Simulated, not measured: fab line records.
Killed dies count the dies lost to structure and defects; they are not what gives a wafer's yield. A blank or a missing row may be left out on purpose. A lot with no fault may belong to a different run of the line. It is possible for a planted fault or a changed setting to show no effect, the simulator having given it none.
Tool commonality check | flow rit_cmos | Sample size 14 lots and 48 wafers

== WHAT PROMPTED THE OPENING ==
RIT_NLDD_TW_MEAS_10, reading NLDD_TW: flagged on 2 of 14 lots. Fault-free wafers read 2499, with a standard deviation of 16.
Rule: a lot gets a flag if all its wafers with a number sit over 4 standard deviations from that mean, or if no wafer of it has a number. All remaining lots are regarded as sound.

lot  | measured    | on            | NLDD_TW, wafer by wafer       | flag
L834 | day 3 01:52 | film_metro-02 | 2486 2495 2481                |
L835 | day 3 05:42 | film_metro-04 | 2520 2518 2506                |
L837 | day 3 14:53 | film_metro-03 | 2501 2486 2504                |
L841 | day 4 10:29 | film_metro-04 | 2502 2533 2527                |
L843 | day 5 01:58 | film_metro-04 | 2504 2518 2508                |
L844 | day 5 06:22 | film_metro-04 | 2491 2491 2519                |
L845 | day 5 10:00 | film_metro-04 | 2495 2514 2499                |
L846 | day 5 17:44 | film_metro-02 | 2485 2489 2471                |
L848 | day 5 23:10 | film_metro-02 | 2489 2490 2493                |
L850 | day 6 14:23 | film_metro-02 | 2471 2492 2493                |
L852 | day 6 19:37 | film_metro-04 | 2733 2731 2740 2742 2739 2725 | FLAGGED
L851 | day 6 19:52 | film_metro-02 | 2495 2485 2496                |
L856 | day 7 17:29 | film_metro-03 | 2734 2713 2720 2730 2716 2733 | FLAGGED
L855 | day 7 17:44 | film_metro-02 | 2469 2482 2490                |
Average over the flagged lots: 2730; offset from the usual +231, equal to +14 standard deviations.

== WHICH TOOL EACH LOT WENT THROUGH ==
The record holds 2 process steps before the reading, out of a route of 202 steps. Cell contents, in order: the tool; ch with the chambers the sampled wafers went through; the start.
lot  | flag    | RIT_PWELL_SOFTBAKE_02            | RIT_NLDD_IMPLANT_08
L834 |         | litho_track-03 ch 0, day 2 03:45 | implanter-04 ch 0, day 3 01:35
L835 |         | litho_track-03 ch 0, day 2 08:41 | implanter-01 ch 0, day 3 05:23
L837 |         | litho_track-02 ch 0, day 2 18:02 | implanter-02 ch 0, day 3 14:34
L841 |         | litho_track-01 ch 0, day 3 13:50 | implanter-04 ch 0, day 4 10:11
L843 |         | litho_track-02 ch 0, day 4 04:01 | implanter-04 ch 0, day 5 01:38
L844 |         | litho_track-03 ch 0, day 4 07:47 | implanter-04 ch 0, day 5 06:03
L845 |         | litho_track-03 ch 0, day 4 12:50 | implanter-02 ch 0, day 5 09:43
L846 |         | litho_track-01 ch 0, day 4 15:41 | implanter-04 ch 0, day 5 17:25
L848 |         | litho_track-02 ch 0, day 5 01:20 | implanter-04 ch 0, day 5 22:51
L850 |         | litho_track-02 ch 0, day 5 13:11 | implanter-04 ch 0, day 6 14:04
L852 | FLAGGED | litho_track-02 ch 0, day 5 22:16 | implanter-02 ch 0, day 6 19:18
L851 |         | litho_track-01 ch 0, day 5 20:25 | implanter-01 ch 0, day 6 19:34
L856 | FLAGGED | litho_track-02 ch 0, day 6 17:22 | implanter-02 ch 0, day 7 17:10
L855 |         | litho_track-01 ch 0, day 6 16:32 | implanter-04 ch 0, day 7 17:26
What is done by these steps:
- RIT_PWELL_SOFTBAKE_02: time 61.06 s.
- RIT_NLDD_IMPLANT_08
- RIT_NLDD_TW_MEAS_10

== FLAGGED AGAINST TOTAL, ONE TOOL AT A TIME (gauges that did the reading follow at the end) ==
step                  | tool           | lots run | flagged | share of the flagged lots | sound lots run after its first flagged lot
RIT_PWELL_SOFTBAKE_02 | litho_track-01 | 4        | 0       | none                      | -
RIT_PWELL_SOFTBAKE_02 | litho_track-02 | 6        | 2       | all                       | 0
RIT_PWELL_SOFTBAKE_02 | litho_track-03 | 4        | 0       | none                      | -
RIT_NLDD_IMPLANT_08   | implanter-01   | 2        | 0       | none                      | -
RIT_NLDD_IMPLANT_08   | implanter-02   | 4        | 2       | all                       | 0
RIT_NLDD_IMPLANT_08   | implanter-04   | 8        | 0       | none                      | -
RIT_NLDD_TW_MEAS_10   | film_metro-02  | 6        | 0       | none                      | -
RIT_NLDD_TW_MEAS_10   | film_metro-03  | 2        | 1       | some                      | 0
RIT_NLDD_TW_MEAS_10   | film_metro-04  | 6        | 1       | some                      | 0

== THE TABLE: WHAT IT ALLOWS ==
Every flagged lot went through 2 rows of the table: litho_track-02 at RIT_PWELL_SOFTBAKE_02 and implanter-02 at RIT_NLDD_IMPLANT_08.
- litho_track-02 at RIT_PWELL_SOFTBAKE_02: 2 of its 6 lots flagged. A fault beginning between L850 (day 5 13:11), its last sound lot, and L852 (day 5 22:16), its first flagged one, fits the data.
- implanter-02 at RIT_NLDD_IMPLANT_08: 2 of its 4 lots flagged. A fault beginning between L845 (day 5 09:43), its last sound lot, and L852 (day 6 19:18), its first flagged one, fits the data. Its own readings (dose_ions_cm2, faraday_current_uA) fall more than 4 standard deviations out on all wafers of the flagged lots.
A lot count leaves these 2 tools indistinguishable: every one of them fits a fault beginning at some hour. More lots, or a look at what each step does to the wafer, might.

== WHAT HAD BEEN PUT IN BY THE SIMULATOR ==
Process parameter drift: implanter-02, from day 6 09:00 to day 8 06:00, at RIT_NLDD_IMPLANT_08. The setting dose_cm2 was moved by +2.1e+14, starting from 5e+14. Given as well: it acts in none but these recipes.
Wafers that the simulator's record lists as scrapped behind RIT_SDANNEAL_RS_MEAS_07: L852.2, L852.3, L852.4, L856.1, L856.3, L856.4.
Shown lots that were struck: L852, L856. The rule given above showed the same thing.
